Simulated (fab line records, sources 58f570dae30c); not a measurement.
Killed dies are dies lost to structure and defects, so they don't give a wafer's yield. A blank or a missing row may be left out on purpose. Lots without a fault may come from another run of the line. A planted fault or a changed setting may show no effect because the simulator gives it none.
fab line records | flow berkeley_cmos170
record lots=5 wafers=15 last_day=12
route steps=331 shown M1@252 V1@254 M2@271
lots that met no fault: from a run of the same line without faults
start_h: hours from the record's first day to the start of the lot's first wafer shown | wait_h: hours since the lot's step before | " the same as in the row above | L1.1+2: a row that stands for several wafers | - no value, or no start given | * or withheld: withheld | < > ~ a bound
route shown NAME@n: a module of which the file shows steps, and the number in the route of the first | usual: mean/standard deviation of fault-free wafers | same: alike in all rows | chamber/n: place in a boat | sites: the reading at each site | _std_site: their standard deviation | _edge_site: outer sites' mean less inner sites' | radius_mm: how far each site lies from the wafer's centre | mask NAME#n: copy n | behind: the tool/chamber that last shaped the wafer | hold: why the lot was held/for how many hours/how that ended | device: the transistor (n, p or np) that didn't switch | end of line: the same wafers' tests at the end of the route | a step without rows: its recipe alone | killed: dies lost to structure and defects at the first sort, not the wafer's yield | map: a wafer's dies, x killed, . not, _ none there
set.NAME: the setting as run; set.NAME@STEP: as run at that earlier step | model.NAME: the simulator's own value behind a step, which no gauge read
lots at some steps of the route; a table a step, a row a wafer
services: from which hour (start_h, from the record's first day; less than 0 if before it) a tool's chamber was out of use, for how many hours, and why
## steps
# step UCB170_M1_CD_MEAS_90
# recipe target_cd_nm=700
# usual cd_nm=700.1/2.4
# columns lot.wafer tool chamber start_h wait_h cd_nm
L074.2 cd_sem-01 - 187.80 0.1 704.2
L074.3 " - " " 703.3
L074.5 " - " " 699.8
L078.2 cd_sem-02 - 203.17 0.1 703.4
L078.3 " - " " 708.0
L078.6 " - " " 702.5
L087.1 cd_sem-02 - 238.86 0.1 701.1
L087.4 " - " " 704.4
L087.5 " - " " 698.4
L094.3 cd_sem-01 - 266.54 0.1 698.6
L094.4 " - " " 700.7
L094.5 " - " " 700.1
L090.1 cd_sem-02 - 267.76 0.1 698.6
L090.3 " - " " 698.0
L090.6 " - " " 699.9
# step UCB170_M1_ANNEAL_14
# recipe temp_c=400 time_s=1200 ambient=forming_gas
# usual spike_tc_centre_C=401.0/0.98 spike_tc_load_C=415.7/0.95
# same time_s=1200
# columns lot.wafer tool chamber start_h wait_h spike_tc_centre_C spike_tc_load_C
L074.2 furnace-03 0 189.10 1.3 400.7 415.7
L074.3 " 0 " " 400.0 414.2
L074.5 " 0 " " 400.3 415.2
L078.2 furnace-03 0 204.22 1.0 403.3 414.9
L078.3 " 0 " " 400.1 415.9
L078.6 " 0 " " 400.6 414.3
L087.1 furnace-03 0 238.98 0.1 401.5 415.5
L087.4 " 0 " " 400.1 415.4
L087.5 " 0 " " 403.1 415.4
L094.3 furnace-03 0 267.32 0.8 401.6 416.1
L094.4 " 0 " " 400.8 416.7
L094.5 " 0 " " 402.6 415.4
L090.1 furnace-03 0 268.65 0.9 402.1 416.1
L090.3 " 0 " " 399.9 416.6
L090.6 " 0 " " 401.6 415.4
# step UCB170_V1_CVD_00
# recipe material=SiO2 target_thk_nm=2000 temp_c=390 precursor=TEOS/O2 time_s=250 rf_w=550 pressure_mtorr=9000
# usual heater_power_w=247/76 rf_fwd_power_W=548.4/1.7
# same time_s=250
# columns lot.wafer tool chamber start_h wait_h heater_power_w rf_fwd_power_W since_wet_clean_h
L074.2 pecvd-02 0 190.43 0.0 165 549.1 269
L074.3 " 1 " " 278 549.3 269
L074.5 " 1 " " 203 548.6 -
L078.2 pecvd-04 1 205.55 0.0 367 546.8 177
L078.3 " 2 " " 262 549.3 177
L078.6 " 1 " " 282 548.4 -
L087.1 pecvd-02 1 240.32 0.0 210 547.3 319
L087.4 " 0 " " 102 547.1 -
L087.5 " 2 " " 254 548.0 -
L094.3 pecvd-03 1 268.65 0.0 217 552.0 119
L094.4 " 1 " " 160 550.8 -
L094.5 " 2 " " 145 550.7 -
L090.1 pecvd-04 1 269.98 0.0 363 547.2 242
L090.3 " 0 " " 321 548.1 242
L090.6 " 0 " " 248 547.6 -
# step UCB170_V1_THK_MEAS_01
# recipe reads=SiO2_of_V1_CVD_00
# usual V1_TEOS_THK=1996/25
# columns lot.wafer tool chamber start_h wait_h V1_TEOS_THK[nm]
L074.2 film_metro-03 - 190.60 0.1 1975
L074.3 " - " " 1955
L074.5 " - " " 1978
L078.2 film_metro-01 - 205.71 0.1 1970
L078.3 " - " " 1984
L078.6 " - " " 2022
L087.1 film_metro-04 - 240.47 0.1 1973
L087.4 " - " " 2008
L087.5 " - " " 2021
L094.3 film_metro-03 - 268.83 0.1 2013
L094.4 " - " " 2062
L094.5 " - " " 2033
L090.1 film_metro-03 - 270.14 0.1 1979
L090.3 " - " " 1997
L090.6 " - " " 2004
# step UCB170_V1_CMP_02
# recipe material=SiO2 down_force_psi=6 platen_rpm=60 pad_velocity_m_s=0.75398
# usual motor_current_A=15.3/1
# columns lot.wafer tool chamber start_h wait_h motor_current_A
L074.2 cmp-02 2 190.65 0.0 13.6
L074.3 " 0 " " 15.9
L074.5 " 3 " " 14.6
L078.2 cmp-01 0 205.76 0.0 15.1
L078.3 " 3 " " 14.9
L078.6 " 1 " " 15.4
L087.1 cmp-02 3 240.53 0.1 14.3
L087.4 " 1 " " 15.2
L087.5 " 3 " " 14.8
L094.4 cmp-01 1 268.87 0.0 14.8
L094.3 " 0 " " 16.5
L094.5 " 1 " " 16.0
L090.1 cmp-02 1 270.25 0.1 14.3
L090.3 " 2 " " 13.6
L090.6 " 1 " " 14.3
# step UCB170_V1_BOW_MEAS_03
# recipe mode=bow
# usual V1_BOW=18/6.8
# columns lot.wafer tool chamber start_h wait_h V1_BOW[um]
L074.2 film_metro-04 - 190.97 0.3 14
L074.3 " - " " 31
L074.5 " - " " 19
L078.2 film_metro-01 - 206.08 0.3 5
L078.3 " - " " 14
L078.6 " - " " 10
L087.1 film_metro-01 - 240.83 0.2 18
L087.4 " - " " 26
L087.5 " - " " 20
L094.3 film_metro-04 - 269.21 0.1 21
L094.4 " - " " 13
L094.5 " - " " 24
L090.1 film_metro-03 - 270.50 0.2 13
L090.3 " - " " 23
L090.6 " - " " 24
# step UCB170_V1_THK_MEAS_04
# recipe reads=SiO2_of_V1_CVD_00
# usual V1_POLISHED_THK=999.6/1.3
# columns lot.wafer tool chamber start_h wait_h V1_POLISHED_THK[nm]
L074.2 film_metro-04 - 191.08 0.1 998.8
L074.3 " - " " 998.4
L074.5 " - " " 999.9
L078.2 film_metro-01 - 206.19 0.1 1001.0
L078.3 " - " " 998.7
L078.6 " - " " 1000.3
L087.1 film_metro-01 - 240.95 0.1 1000.7
L087.4 " - " " 1000.5
L087.5 " - " " 1000.2
L094.3 film_metro-04 - 269.31 0.1 1001.6
L094.4 " - " " 998.7
L094.5 " - " " 999.8
L090.1 film_metro-03 - 270.62 0.1 1000.4
L090.3 " - " " 997.6
L090.6 " - " " 999.2
# step UCB170_V1_CLEAN_05
# recipe chemistry=DIW
# columns lot.wafer tool chamber start_h wait_h
L074.2+3+5 wet_bench-04 1 191.57 0.5
L078.2+3+6 wet_bench-02 3 206.24 0.0
L087.1+4+5 wet_bench-02 2 241.18 0.2
L094.3+4+5 wet_bench-04 2 269.35 0.0
L090.1+3+6 wet_bench-02 3 270.68 0.1
# step UCB170_V1_HMDS_06
# recipe prime_time_s=60 prime_temp_c=100
# usual prime_temp_c=99.99/0.12
# columns lot.wafer tool chamber start_h wait_h prime_temp_c
L074.2 litho_track-04 0 191.80 0.0 100.17
L074.3 " 0 " " 100.05
L074.5 " 0 " " 100.08
L078.2 litho_track-03 0 206.47 0.1 100.08
L078.3 " 0 " " 100.07
L078.6 " 0 " " 99.88
L087.1 litho_track-03 0 241.82 0.5 100.04
L087.4 " 0 " " 99.94
L087.5 " 0 " " 99.86
L094.3 litho_track-04 0 269.60 0.1 100.06
L094.4 " 0 " " 99.93
L094.5 " 0 " " 99.88
L090.1 litho_track-03 0 271.18 0.3 100.14
L090.3 " 0 " " 100.30
L090.6 " 0 " " 100.16
# step UCB170_V1_COAT_07
# recipe resist=KrF spin_rpm=1500 resist_thk_nm=900
# columns lot.wafer tool chamber start_h wait_h
L074.2+3+5 litho_track-04 0 191.95 0.1
L078.2+3+6 litho_track-03 0 206.62 0.1
L087.1+4+5 litho_track-03 0 241.97 0.1
L094.3+4+5 litho_track-04 0 269.75 0.1
L090.1+3+6 litho_track-03 0 271.33 0.1
# step UCB170_V1_SOFTBAKE_08
# recipe resist=KrF temp_c=130 time_s=60
# same time_s=60
# columns lot.wafer tool chamber start_h wait_h
L074.2+3+5 litho_track-04 0 192.10 0.1
L078.2+3+6 litho_track-03 0 206.77 0.1
L087.1+4+5 litho_track-03 0 242.12 0.1
L094.3+4+5 litho_track-04 0 269.90 0.1
L090.1+3+6 litho_track-03 0 271.48 0.1
# step UCB170_V1_EXPOSE_09
# recipe mask_id=VIA1 target_cd_nm=700 na=0.5 sigma_outer=0.6 source_shape=conventional dose_mj=37
# usual stage_vel_mm_s=499.97/0.25
# columns lot.wafer tool chamber start_h wait_h mask stage_vel_mm_s
L074.2 krf_scanner-02 0 192.48 0.4 VIA1#0 500.18
L074.3 " 0 " " VIA1#0 499.96
L074.5 " 0 " " VIA1#0 499.90
L078.2 krf_scanner-02 0 207.04 0.2 VIA1#0 500.23
L078.3 " 0 " " VIA1#0 500.19
L078.6 " 0 " " VIA1#0 499.91
L087.1 krf_scanner-01 0 242.29 0.1 VIA1#0 500.31
L087.4 " 0 " " VIA1#0 500.14
L087.5 " 0 " " VIA1#0 499.92
L094.3 krf_scanner-01 0 270.04 0.1 VIA1#0 500.24
L094.4 " 0 " " VIA1#0 500.13
L094.5 " 0 " " VIA1#0 500.30
L090.1 krf_scanner-01 0 271.63 0.1 VIA1#0 500.02
L090.3 " 0 " " VIA1#0 499.99
L090.6 " 0 " " VIA1#0 500.47
# step UCB170_V1_PEB_10
# recipe peb_temp_c=130 peb_time_s=withheld resist=KrF
# columns lot.wafer tool chamber start_h wait_h
L074.2+3+5 litho_track-04 0 192.70 0.2
L078.2+3+6 litho_track-03 0 207.37 0.3
L087.1+4+5 litho_track-03 0 242.54 0.2
L094.3+4+5 litho_track-03 0 270.17 0.1
L090.1+3+6 litho_track-04 0 272.30 0.6
# step UCB170_V1_DEVELOP_11
# recipe developer=TMAH develop_time_s=45 resist=KrF dev_temp_c=21
# columns lot.wafer tool chamber start_h wait_h
L074.2+3+5 litho_track-04 0 - -
L078.2+3+6 litho_track-03 0 - -
L087.1+4+5 litho_track-03 0 - -
L094.3+4+5 litho_track-03 0 - -
L090.1+3+6 litho_track-04 0 - -
# step UCB170_V1_CD_MEAS_12
# recipe target_cd_nm=700
# usual cd_nm=699.8/1.4
# columns lot.wafer tool chamber start_h wait_h cd_nm
L074.2 cd_sem-02 - 192.97 - 699.8
L074.3 " - " " 700.0
L074.5 " - " " 699.8
L078.2 cd_sem-01 - 207.64 - 698.5
L078.3 " - " " 698.8
L078.6 " - " " 699.1
L087.1 cd_sem-02 - 242.82 - 698.2
L087.4 " - " " 698.4
L087.5 " - " " 699.0
L094.3 cd_sem-02 - 270.44 - 700.7
L094.4 " - " " 700.0
L094.5 " - " " 700.7
L090.1 cd_sem-02 - 272.57 - 700.9
L090.3 " - " " 702.6
L090.6 " - " " 700.2
# step UCB170_V1_OVL_MEAS_13
# usual V1_OVL=1/5.3
# columns lot.wafer tool chamber start_h wait_h V1_OVL[nm]
L074.2 overlay-02 - 193.07 0.1 -5
L074.3 " - " " 0
L074.5 " - " " 8
L078.2 overlay-02 - 207.75 0.1 3
L078.3 " - " " 4
L078.6 " - " " 4
L087.1 overlay-01 - 242.94 0.1 9
L087.4 " - " " 9
L087.5 " - " " 4
L094.3 overlay-02 - 270.53 0.1 0
L094.4 " - " " 4
L094.5 " - " " -12
L090.1 overlay-02 - 272.69 0.1 -5
L090.3 " - " " 1
L090.6 " - " " 0
# step UCB170_V1_ETCH_14
# recipe chemistry=CHF3/CF4/Ar target=SiO2 stop_on=Al CHF3_flow_sccm=45 cf4_flow_sccm=15 Ar_flow_sccm=150 pressure_mtorr=200 rf_w=700 target_depth_a=12500 over_etch_frac=0.25 time_s=291
# usual drypump_motor_current_A=5.6/0.34 oes_product_au=0.875/0.017 rf_fwd_power_W=697.8/2.3 throttle_valve_pct=7.01/0.15
# same time_s=291
# columns lot.wafer tool chamber start_h wait_h drypump_motor_current_A oes_product_au rf_fwd_power_W rf_hours_counter_h throttle_valve_pct
L074.2 rie_diel-04 1 193.10 0.0 5.9 0.865 700.7 1 7.03
L074.3 " 3 " " 5.5 0.850 699.2 3 7.11
L074.5 " 3 " " 5.4 0.849 699.2 - 7.11
L078.2 rie_diel-04 3 207.78 0.0 5.5 0.854 700.4 4 7.11
L078.3 " 0 " " 5.4 0.860 695.0 77 7.00
L078.6 " 0 " " 5.4 0.862 698.6 - 6.99
L087.1 rie_diel-01 3 242.98 0.0 5.4 0.897 695.4 22 6.73
L087.4 " 1 " " 5.3 0.897 699.1 9 7.19
L087.5 " 2 " " 6.0 0.861 699.6 - 7.20
L094.3 rie_diel-01 0 270.55 0.0 5.5 0.870 697.8 8 7.02
L094.4 " 1 " " 5.3 0.901 700.8 10 7.19
L094.5 " 2 " " 5.9 0.864 695.8 - 7.21
L090.1 rie_diel-02 1 272.73 0.0 6.3 0.854 700.0 40 7.01
L090.3 " 0 " " 5.5 0.881 695.3 6 6.83
L090.6 " 0 " " 5.5 0.874 695.3 - 6.82
# step UCB170_V1_STRIP_15
# recipe chemistry=O2 power_w=400 pressure_mtorr=3500 platen_temp_c=withheld o2_flow_sccm=400 overash_fraction=0.5
# usual drypump_motor_current_A=5.7/0.31 oes_product_au=0.721/0.0045 strip_time_to_endpoint_s=15.33/0.1
# columns lot.wafer tool chamber start_h wait_h drypump_motor_current_A oes_product_au rf_hours_counter_h strip_time_to_endpoint_s
L074.2 plasma_asher-03 1 193.28 0.1 5.5 0.722 41 15.47
L074.3 " 0 " " 5.2 0.730 - 15.57
L074.5 " 1 " " 5.5 0.728 - 15.60
L078.2 plasma_asher-02 1 207.96 0.1 5.3 0.724 46 15.48
L078.3 " 1 " " 5.3 0.723 - 15.14
L078.6 " 1 " " 5.3 0.719 - 15.10
L087.1 plasma_asher-02 1 243.15 0.1 5.4 0.726 51 15.30
L087.4 " 1 " " 5.4 0.724 - 15.20
L087.5 " 0 " " 6.1 0.725 - 15.40
L094.3 plasma_asher-02 0 270.76 0.1 6.1 0.729 - 15.35
L094.4 " 1 " " 5.4 0.719 - 15.32
L094.5 " 1 " " 5.4 0.723 - 15.42
L090.1 plasma_asher-02 1 272.91 0.1 5.3 0.715 54 15.40
L090.3 " 0 " " 6.1 0.728 - 15.19
L090.6 " 0 " " 6.1 0.715 - 15.24
# step UCB170_V1_CD_MEAS_90
# recipe target_cd_nm=700
# usual cd_nm=699.5/1.6
# columns lot.wafer tool chamber start_h wait_h cd_nm
L074.2 cd_sem-02 - 193.40 0.1 699.1
L074.3 " - " " 700.0
L074.5 " - " " 698.9
L078.2 cd_sem-01 - 208.08 0.1 698.4
L078.3 " - " " 699.8
L078.6 " - " " 700.2
L087.1 cd_sem-02 - 243.25 0.1 697.8
L087.4 " - " " 698.4
L087.5 " - " " 698.3
L094.3 cd_sem-01 - 270.87 0.1 700.4
L094.4 " - " " 699.7
L094.5 " - " " 700.4
L090.1 cd_sem-02 - 273.01 0.1 700.4
L090.3 " - " " 703.1
L090.6 " - " " 700.9
# step UCB170_M2_PRE_CLEAN_00
# recipe gas=Ar preclean_etch_time_s=60
# same preclean_etch_time_s=60
# columns lot.wafer tool chamber start_h wait_h
L074.2+3+5 pvd_sputter-02 - 193.50 0.1
L078.2+3+6 pvd_sputter-02 - 208.18 0.1
L087.1+4+5 pvd_sputter-04 - 243.37 0.1
L094.3+4+5 pvd_sputter-02 - 270.95 0.1
L090.1+3+6 pvd_sputter-03 - 273.13 0.1
# step UCB170_M2_SPUTTER_01
# recipe material=Al target_thk_nm=900 time_s=120 power_w=6000 chamber_pressure_pa=0.5
# usual cathode_dc_power_W=5999.9/1.1 throttle_valve_pct=30.0/1.4
# same time_s=120
# columns lot.wafer tool chamber start_h wait_h cathode_dc_power_W throttle_valve_pct
L074.2 pvd_sputter-02 - 193.57 0.0 5999.9 30.8
L074.3 " - " " 5999.4 29.4
L074.5 " - " " 5998.6 29.4
L078.2 pvd_sputter-02 - 208.24 0.0 6000.5 29.5
L078.3 " - " " 5999.5 30.8
L078.6 " - " " 5999.6 32.7
L087.1 pvd_sputter-04 - 243.44 0.0 6000.4 31.3
L087.4 " - " " 6000.2 30.6
L087.5 " - " " 6000.4 30.2
L094.3 pvd_sputter-02 - 271.02 0.0 5998.8 29.4
L094.4 " - " " 6001.7 31.0
L094.5 " - " " 6000.5 29.5
L090.1 pvd_sputter-03 - 273.19 0.0 6000.0 27.3
L090.3 " - " " 5997.8 28.7
L090.6 " - " " 5998.9 31.8
# step UCB170_M2_RS_MEAS_02
# recipe thk_meas_gauge=four-point-probe reads=Al_of_M2_SPUTTER_01
# usual M2_AL_RS=0.0321/0.00038
# columns lot.wafer tool chamber start_h wait_h M2_AL_RS[ohm/sq]
L074.2 film_metro-03 - 193.67 0.1 0.0323
L074.3 " - " " 0.0323
L074.5 " - " " 0.0319
L078.2 film_metro-03 - 208.35 0.1 0.0320
L078.3 " - " " 0.0324
L078.6 " - " " 0.0319
L087.1 film_metro-04 - 243.52 0.0 0.0326
L087.4 " - " " 0.0327
L087.5 " - " " 0.0328
L094.3 film_metro-02 - 271.14 0.1 0.0325
L094.4 " - " " 0.0320
L094.5 " - " " 0.0321
L090.1 film_metro-02 - 273.28 0.0 0.0323
L090.3 " - " " 0.0323
L090.6 " - " " 0.0324
# step UCB170_M2_THK_MEAS_03
# recipe thk_meas_gauge=xrf reads=Al_of_M2_SPUTTER_01
# usual M2_AL_THK=892/11
# columns lot.wafer tool chamber start_h wait_h M2_AL_THK[nm]
L074.2 film_metro-03 - 193.78 0.1 892
L074.3 " - " " 892
L074.5 " - " " 903
L078.2 film_metro-03 - 208.46 0.1 899
L078.3 " - " " 890
L078.6 " - " " 899
L087.1 film_metro-04 - 243.64 0.1 883
L087.4 " - " " 879
L087.5 " - " " 880
L094.3 film_metro-02 - 271.24 0.1 873
L094.4 " - " " 888
L094.5 " - " " 887
L090.1 film_metro-02 - 273.40 0.1 880
L090.3 " - " " 880
L090.6 " - " " 882
# step UCB170_M2_HMDS_04
# recipe prime_time_s=60 prime_temp_c=100
# usual prime_temp_c=100.01/0.12
# columns lot.wafer tool chamber start_h wait_h prime_temp_c
L074.2 litho_track-04 0 193.86 0.1 100.08
L074.3 " 0 " " 100.15
L074.5 " 0 " " 100.04
L078.2 litho_track-04 0 208.63 0.2 100.02
L078.3 " 0 " " 100.06
L078.6 " 0 " " 100.15
L087.1 litho_track-01 0 243.95 0.3 100.07
L087.4 " 0 " " 99.99
L087.5 " 0 " " 100.02
L094.3 litho_track-02 0 271.33 0.1 100.02
L094.4 " 0 " " 100.16
L094.5 " 0 " " 100.06
L090.1 litho_track-02 0 274.35 0.9 99.93
L090.3 " 0 " " 100.00
L090.6 " 0 " " 99.90
# step UCB170_M2_COAT_05
# recipe resist=KrF spin_rpm=1500 resist_thk_nm=900
# columns lot.wafer tool chamber start_h wait_h
L074.2+3+5 litho_track-04 0 194.01 0.1
L078.2+3+6 litho_track-04 0 208.78 0.1
L087.1+4+5 litho_track-01 0 244.10 0.1
L094.3+4+5 litho_track-02 0 271.48 0.1
L090.1+3+6 litho_track-02 0 274.50 0.1
# step UCB170_M2_SOFTBAKE_06
# recipe resist=KrF temp_c=130 time_s=60
# same time_s=60
# columns lot.wafer tool chamber start_h wait_h
L074.2+3+5 litho_track-04 0 194.16 0.1
L078.2+3+6 litho_track-04 0 208.93 0.1
L087.1+4+5 litho_track-01 0 244.25 0.1
L094.3+4+5 litho_track-02 0 271.63 0.1
L090.1+3+6 litho_track-02 0 274.65 0.1
# step UCB170_M2_STRIP_07
# recipe chemistry=O2 power_w=400 pressure_mtorr=3500 platen_temp_c=withheld o2_flow_sccm=400 overash_fraction=0.5
# usual drypump_motor_current_A=5.6/0.31 oes_product_au=0.735/0.0045 strip_time_to_endpoint_s=21.97/0.066
# columns lot.wafer tool chamber start_h wait_h drypump_motor_current_A oes_product_au rf_hours_counter_h strip_time_to_endpoint_s
L074.2 plasma_asher-04 1 194.28 0.1 5.7 0.734 9 22.07
L074.3 " 1 " " 5.6 0.741 - 22.06
L074.5 " 0 " " 5.9 0.737 - 22.03
L078.2 plasma_asher-03 1 209.06 0.1 5.5 0.726 42 21.96
L078.3 " 0 " " 5.2 0.731 - 22.00
L078.6 " 0 " " 5.2 0.734 - 22.01
L087.1 plasma_asher-03 0 244.40 0.1 5.2 0.740 46 21.91
L087.4 " 1 " " 5.5 0.730 - 21.97
L087.5 " 0 " " 5.2 0.729 - 22.06
L094.3 plasma_asher-04 0 271.76 0.1 5.9 0.739 - 21.83
L094.4 " 1 " " 5.7 0.734 - 21.84
L094.5 " 0 " " 5.9 0.730 - 21.87
L090.1 plasma_asher-03 1 274.80 0.1 5.5 0.735 49 22.01
L090.3 " 1 " " 5.5 0.739 - 22.04
L090.6 " 1 " " 5.5 0.740 - 22.03
# step UCB170_M2_STRIP_08
# recipe chemistry=DMSO temp_c=80 time_s=600 material=KrF
# same time_s=600
# columns lot.wafer tool chamber start_h wait_h
L074.2+3+5 wet_bench-01 3 194.49 0.2
L078.2+3+6 wet_bench-01 3 209.16 0.1
L087.1+4+5 wet_bench-03 2 244.92 0.5
L094.3+4+5 wet_bench-03 1 271.83 0.0
L090.1+3+6 wet_bench-03 1 274.90 0.1
# step UCB170_M2_COAT_09
# recipe resist=BARC temp_c=withheld time_s=withheld spin_rpm=3000 resist_thk_nm=withheld
# columns lot.wafer tool chamber start_h wait_h
L074.2+3+5 litho_track-04 0 194.78 0.1
L078.2+3+6 litho_track-04 0 209.36 0.0
L087.1+4+5 litho_track-04 0 245.31 0.0
L094.3+4+5 litho_track-01 0 272.90 0.9
L090.1+3+6 litho_track-02 0 276.18 1.1
# step UCB170_M2_COAT_10
# recipe resist=KrF spin_rpm=1500 resist_thk_nm=900
# columns lot.wafer tool chamber start_h wait_h
L074.2+3+5 litho_track-04 0 - -
L078.2+3+6 litho_track-04 0 - -
L087.1+4+5 litho_track-04 0 - -
L094.3+4+5 litho_track-01 0 - -
L090.1+3+6 litho_track-02 0 - -
# step UCB170_M2_SOFTBAKE_11
# recipe resist=KrF temp_c=130 time_s=60
# same time_s=60
# columns lot.wafer tool chamber start_h wait_h
L074.2+3+5 litho_track-04 0 - -
L078.2+3+6 litho_track-04 0 - -
L087.1+4+5 litho_track-04 0 - -
L094.3+4+5 litho_track-01 0 - -
L090.1+3+6 litho_track-02 0 - -
# step UCB170_M2_EXPOSE_12
# recipe mask_id=METAL2 target_cd_nm=700 na=0.5 sigma_outer=0.6 source_shape=conventional dose_mj=26
# usual stage_vel_mm_s=500.06/0.27
# columns lot.wafer tool chamber start_h wait_h mask stage_vel_mm_s
L074.2 krf_scanner-01 0 195.35 - METAL2#0 500.46
L074.3 " 0 " " METAL2#0 500.64
L074.5 " 0 " " METAL2#0 500.44
L078.2 krf_scanner-01 0 209.80 - METAL2#0 499.93
L078.3 " 0 " " METAL2#0 500.03
L078.6 " 0 " " METAL2#0 499.83
L087.1 krf_scanner-01 0 245.88 - METAL2#0 499.95
L087.4 " 0 " " METAL2#0 500.11
L087.5 " 0 " " METAL2#0 500.03
L094.3 krf_scanner-01 0 273.46 - METAL2#0 500.04
L094.4 " 0 " " METAL2#0 499.82
L094.5 " 0 " " METAL2#0 499.79
L090.1 krf_scanner-02 0 - - METAL2#0 499.85
L090.3 " 0 " " METAL2#0 500.04
L090.6 " 0 " " METAL2#0 499.53
# step UCB170_M2_PEB_13
# recipe peb_temp_c=130 peb_time_s=withheld resist=KrF
# columns lot.wafer tool chamber start_h wait_h
L074.2+3+5 litho_track-04 0 195.47 0.1
L078.2+3+6 litho_track-01 0 209.93 0.1
L087.1+4+5 litho_track-04 0 246.21 0.3
L094.3+4+5 litho_track-04 0 274.52 1.0
L090.1+3+6 litho_track-01 0 - -
# step UCB170_M2_DEVELOP_14
# recipe developer=TMAH develop_time_s=45 resist=KrF dev_temp_c=21
# columns lot.wafer tool chamber start_h wait_h
L074.2+3+5 litho_track-04 0 - -
L078.2+3+6 litho_track-01 0 - -
L087.1+4+5 litho_track-04 0 - -
L094.3+4+5 litho_track-04 0 - -
L090.1+3+6 litho_track-01 0 - -
# step UCB170_M2_CD_MEAS_15
# recipe target_cd_nm=700
# usual cd_nm=700.0/1.3
# columns lot.wafer tool chamber start_h wait_h cd_nm
L074.2 cd_sem-01 - 195.74 - 702.5
L074.3 " - " " 701.2
L074.5 " - " " 703.4
L078.2 cd_sem-01 - 210.20 - 700.2
L078.3 " - " " 699.3
L078.6 " - " " 699.0
L087.1 cd_sem-02 - 246.48 - 701.0
L087.4 " - " " 700.2
L087.5 " - " " 699.5
L094.3 cd_sem-01 - 274.79 - 698.7
L094.4 " - " " 698.4
L094.5 " - " " 698.0
L090.1 cd_sem-01 - 278.45 - 698.9
L090.3 " - " " 700.4
L090.6 " - " " 699.6
# step UCB170_M2_OVL_MEAS_16
# usual M2_OVL=6/5.7
# columns lot.wafer tool chamber start_h wait_h M2_OVL[nm]
L074.2 overlay-02 - 195.85 0.1 4
L074.3 " - " " 4
L074.5 " - " " -2
L078.2 overlay-01 - 210.30 0.1 9
L078.3 " - " " 0
L078.6 " - " " 1
L087.1 overlay-01 - 246.60 0.1 9
L087.4 " - " " 8
L087.5 " - " " 11
L094.3 overlay-01 - 274.88 0.1 9
L094.4 " - " " 6
L094.5 " - " " 14
L090.1 overlay-02 - 278.57 0.1 14
L090.3 " - " " 11
L090.6 " - " " 11
# step UCB170_M2_ETCH_17
# recipe chemistry=N2/H2 target_depth_a=withheld overetch_a=withheld target=BARC time_s=withheld source_w=500 bias_w=100 pressure_mtorr=30 n2_flow_sccm=100 h2_flow_sccm=200
# usual drypump_motor_current_A=5.7/0.36 oes_product_au=1.002/0.017 rf_fwd_power_W=494.4/2.1 throttle_valve_pct=13.38/0.16
# columns lot.wafer tool chamber start_h wait_h drypump_motor_current_A oes_product_au rf_fwd_power_W throttle_valve_pct
L074.2 rie_diel-01 1 195.88 0.0 5.3 1.029 494.4 13.51
L074.3 " 2 " " 6.0 0.964 493.2 13.64
L074.5 " 0 " " 5.6 0.998 493.0 13.43
L078.2 rie_diel-02 1 210.33 0.0 6.3 0.970 495.0 13.39
L078.3 " 0 " " 5.5 1.010 491.0 13.02
L078.6 " 0 " " 5.5 1.008 491.0 13.01
L087.1 rie_diel-03 1 246.64 0.0 5.9 0.985 493.4 13.41
L087.4 " 3 " " 5.9 1.006 499.2 13.39
L087.5 " 0 " " 5.8 0.999 493.7 13.58
L094.3 rie_diel-03 2 274.90 0.0 5.4 0.996 497.7 13.30
L094.4 " 0 " " 5.9 1.007 490.9 13.61
L094.5 " 1 " " 5.9 0.979 494.6 13.43
L090.1 rie_diel-03 3 278.60 0.0 5.9 1.015 498.1 13.37
L090.3 " 1 " " 5.9 0.992 497.0 13.43
L090.6 " 3 " " 5.9 1.022 496.9 13.37
# step UCB170_M2_METAL_ETCH_18
# recipe chemistry=Cl2/BCl3 target=Al stop_on=SiO2 pressure_mtorr=12 target_depth_a=11700 over_etch_frac=0.3 time_s=195 icp_w=600 bias_w=120 Cl2_flow_sccm=90 bcl3_flow_sccm=45
# usual drypump_motor_current_A=6.0/0.49 oes_product_au=0.851/0.011 rf_fwd_power_W=597.5/1.8 throttle_valve_pct=24.41/0.2
# same time_s=195
# columns lot.wafer tool chamber start_h wait_h drypump_motor_current_A oes_product_au rf_fwd_power_W rf_hours_counter_h throttle_valve_pct
L074.2 rie_metal-01 1 195.92 - 5.6 0.847 598.2 16 24.29
L074.3 " 1 " " 5.6 0.844 598.5 - 24.28
L074.5 " 1 " " 5.6 0.852 599.1 - 24.27
L078.2 rie_metal-02 1 210.44 - 6.0 0.851 599.2 - 24.69
L078.3 " 1 " " 6.0 0.842 598.7 - 24.71
L078.6 " 1 " " 6.0 0.854 595.5 - 24.71
L087.1 rie_metal-01 0 246.68 - 6.7 0.837 594.6 9 24.29
L087.4 " 1 " " 5.6 0.851 597.6 - 24.42
L087.5 " 0 " " 6.7 0.834 596.7 - 24.29
L094.3 rie_metal-03 0 275.01 - 5.5 0.856 597.2 - 24.15
L094.4 " 1 " " 5.7 0.863 598.6 - 24.58
L094.5 " 1 " " 5.7 0.859 599.6 - 24.57
L090.1 rie_metal-01 1 278.64 - 5.5 0.857 600.9 1 24.43
L090.3 " 1 " " 5.5 0.857 601.5 - 24.40
L090.6 " 0 " " 6.7 0.835 597.7 - 24.27
## services
# columns tool chamber start_h hours kind
krf_scanner-02 - 169.16 1.0 pm
cmp-01 - 173.38 4.2 repair
pecvd-04 - 178.13 0.8 repair
pvd_sputter-02 - 182.03 3.1 repair
pecvd-04 - 183.84 14.6 pm
krf_scanner-01 - 184.91 4.0 pm
cmp-02 - 187.33 3.1 pm
rie_diel-02 - 187.76 0.3 repair
rie_diel-02 2 188.01 2.7 repair
plasma_asher-02 - 196.50 2.8 pm
rie_diel-01 - 205.63 1.5 repair
krf_scanner-02 - 210.73 3.6 pm
krf_scanner-02 - 214.28 1.3 pm
krf_scanner-02 - 216.10 0.8 pm
cmp-02 - 216.22 3.7 repair
rie_diel-01 2 224.37 6.6 repair
krf_scanner-01 - 231.23 1.0 pm
rie_diel-03 2 232.11 8.2 repair
rie_metal-01 - 238.73 2.8 pm
krf_scanner-02 - 241.18 6.4 repair
krf_scanner-01 - 256.81 1.3 pm
rie_diel-03 - 257.98 1.7 repair
rie_diel-03 - 263.20 0.2 repair
krf_scanner-01 - 267.09 0.4 repair
## key
fault none
